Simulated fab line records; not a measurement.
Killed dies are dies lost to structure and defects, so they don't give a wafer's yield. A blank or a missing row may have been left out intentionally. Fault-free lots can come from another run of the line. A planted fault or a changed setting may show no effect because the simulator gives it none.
Which of the tools did it? :: flow ritCmos :: 36 wafers from 12 lots sampled at 2 of the route's 202 steps

## WHAT THE GAUGES READ, wafer by wafer
RIT_ACTIVE_CD_MEAS_11: the cd target is 1400 nm. Usual: cdNm 1399.9 nm, standard deviation 2.3.
lot: L349
measured: day 1 14:42
on: cdSem-01
cdNm (nm): 1401.0 1401.4 1402.9
flag: 

lot: L350
measured: day 1 20:03
on: cdSem-02
cdNm (nm): 1398.6 1400.9 1399.9
flag: 

lot: L351
measured: day 2 01:55
on: cdSem-01
cdNm (nm): 1399.3 1397.8 1397.7
flag: 

lot: L352
measured: day 2 05:42
on: cdSem-01
cdNm (nm): 1398.9 1397.2 1400.0
flag: 

lot: L353
measured: day 2 15:19
on: cdSem-01
cdNm (nm): 1400.8 1400.7 1399.4
flag: 

lot: L355
measured: day 2 21:18
on: cdSem-01
cdNm (nm): 1399.4 1402.1 1397.4
flag: 

lot: L361
measured: day 4 04:41
on: cdSem-02
cdNm (nm): 1409.6 1406.0 1409.8 1409.5 1406.1 1409.6
flag: OFF

lot: L362
measured: day 4 08:02
on: cdSem-01
cdNm (nm): 1406.1 1407.3 1407.2
flag: OFF

lot: L363
measured: day 4 13:20
on: cdSem-02
cdNm (nm): 1398.6 1400.7 1399.6
flag: 

lot: L367
measured: day 5 08:55
on: cdSem-01
cdNm (nm): 1404.7 1401.4 1402.8
flag: 

lot: L368
measured: day 5 13:57
on: cdSem-01
cdNm (nm): 1402.8 1402.9 1401.5
flag: 

lot: L371
measured: day 6 04:30
on: cdSem-01
cdNm (nm): 1402.5 1399.2 1399.7
flag: 

## WHICH TOOL RAN EACH LOT (tool, then ch and the chambers of the sampled wafers, then the start)
lot: L349
RIT_ACTIVE_DEVELOP_10: lithoTrack-04 ch 0, day 1 14:00

lot: L350
RIT_ACTIVE_DEVELOP_10: lithoTrack-02 ch 0, day 1 19:00

lot: L351
RIT_ACTIVE_DEVELOP_10: lithoTrack-04 ch 0, day 2 01:00

lot: L352
RIT_ACTIVE_DEVELOP_10: lithoTrack-02 ch 0, day 2 05:00

lot: L353
RIT_ACTIVE_DEVELOP_10: lithoTrack-03 ch 0, day 2 15:00

lot: L355
RIT_ACTIVE_DEVELOP_10: lithoTrack-02 ch 0, day 2 21:00

lot: L361
RIT_ACTIVE_DEVELOP_10: lithoTrack-04 ch 0, day 4 04:00

lot: L362
RIT_ACTIVE_DEVELOP_10: lithoTrack-04 ch 0, day 4 07:00

lot: L363
RIT_ACTIVE_DEVELOP_10: lithoTrack-02 ch 0, day 4 13:00

lot: L367
RIT_ACTIVE_DEVELOP_10: lithoTrack-03 ch 0, day 5 08:00

lot: L368
RIT_ACTIVE_DEVELOP_10: lithoTrack-03 ch 0, day 5 13:00

lot: L371
RIT_ACTIVE_DEVELOP_10: lithoTrack-03 ch 0, day 6 04:00
- RIT_ACTIVE_DEVELOP_10: develop time 50 s.

## WHAT THE TOOLS THEMSELVES READ (means of the sampled wafers that have a number; where no wafer has one, the mark that the record gives instead)
RIT_ACTIVE_DEVELOP_10. Usual: chillPlateTempC 22.99 C, standard deviation 0.11; developerTempC 23.00 C, standard deviation 0.11.
lot: L349
tool: lithoTrack-04
chillPlateTempC (C): 23.00
developerTempC (C): 23.14
flag: 

lot: L350
tool: lithoTrack-02
chillPlateTempC (C): 23.05
developerTempC (C): 22.95
flag: 

lot: L351
tool: lithoTrack-04
chillPlateTempC (C): 23.01
developerTempC (C): 23.05
flag: 

lot: L352
tool: lithoTrack-02
chillPlateTempC (C): 23.01
developerTempC (C): 23.05
flag: 

lot: L353
tool: lithoTrack-03
chillPlateTempC (C): 22.95
developerTempC (C): 22.96
flag: 

lot: L355
tool: lithoTrack-02
chillPlateTempC (C): 22.90
developerTempC (C): 23.00
flag: 

lot: L361
tool: lithoTrack-04
chillPlateTempC (C): 22.98
developerTempC (C): 25.17
flag: OFF

lot: L362
tool: lithoTrack-04
chillPlateTempC (C): 22.85
developerTempC (C): 25.36
flag: OFF

lot: L363
tool: lithoTrack-02
chillPlateTempC (C): 23.10
developerTempC (C): 23.14
flag: 

lot: L367
tool: lithoTrack-03
chillPlateTempC (C): 22.90
developerTempC (C): 23.08
flag: 

lot: L368
tool: lithoTrack-03
chillPlateTempC (C): 23.02
developerTempC (C): 23.17
flag: 

lot: L371
tool: lithoTrack-03
chillPlateTempC (C): 23.06
developerTempC (C): 22.80
flag: 

## THE ANSWER, worked out from the rows above alone
Rule: a lot is off if the mean of its wafers that have a number lies more than 3 standard deviations from the usual mean. A lot without any number at a reading at which 4 lots or more have one is off too. Where the step has rows for the other lots, those lots are counted as sound. After the gauges, taken in route order, come the tools' own readings; for these a lot's mean is taken, as printed above. At the first step where some lot is off, the reading lying furthest off is the one used; lots without a number count as furthest.
Off: L361, L362, at RIT_ACTIVE_CD_MEAS_11 (cdNm).
If a tool, at a process step before that reading, ran all the lots that are off and no sound lot after the first of them, it fits. Not tried: the gauges at RIT_ACTIVE_CD_MEAS_11; whatever is off there is also off at RIT_ACTIVE_DEVELOP_10, on other tools, and gauge error can't account for it. One candidate fits, namely lithoTrack-04 at RIT_ACTIVE_DEVELOP_10. A fault onset in the window from L351 (day 2 01:00, its last sound lot) to L361 (day 4 04:00, its first lot off) fits.
The tool's own readings at RIT_ACTIVE_DEVELOP_10 bear it out: on the lots that are off they differ by more than 5 times the standard deviation of the sound lots' means. developerTempC reads 25.27 C there against 23.03 C on the sound lots.

## WHAT THE SIMULATOR HAD INSERTED
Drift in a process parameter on lithoTrack-04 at RIT_ACTIVE_DEVELOP_10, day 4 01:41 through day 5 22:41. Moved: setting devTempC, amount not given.
Struck lots among those shown: L361, L362. The same result came from the rule above.
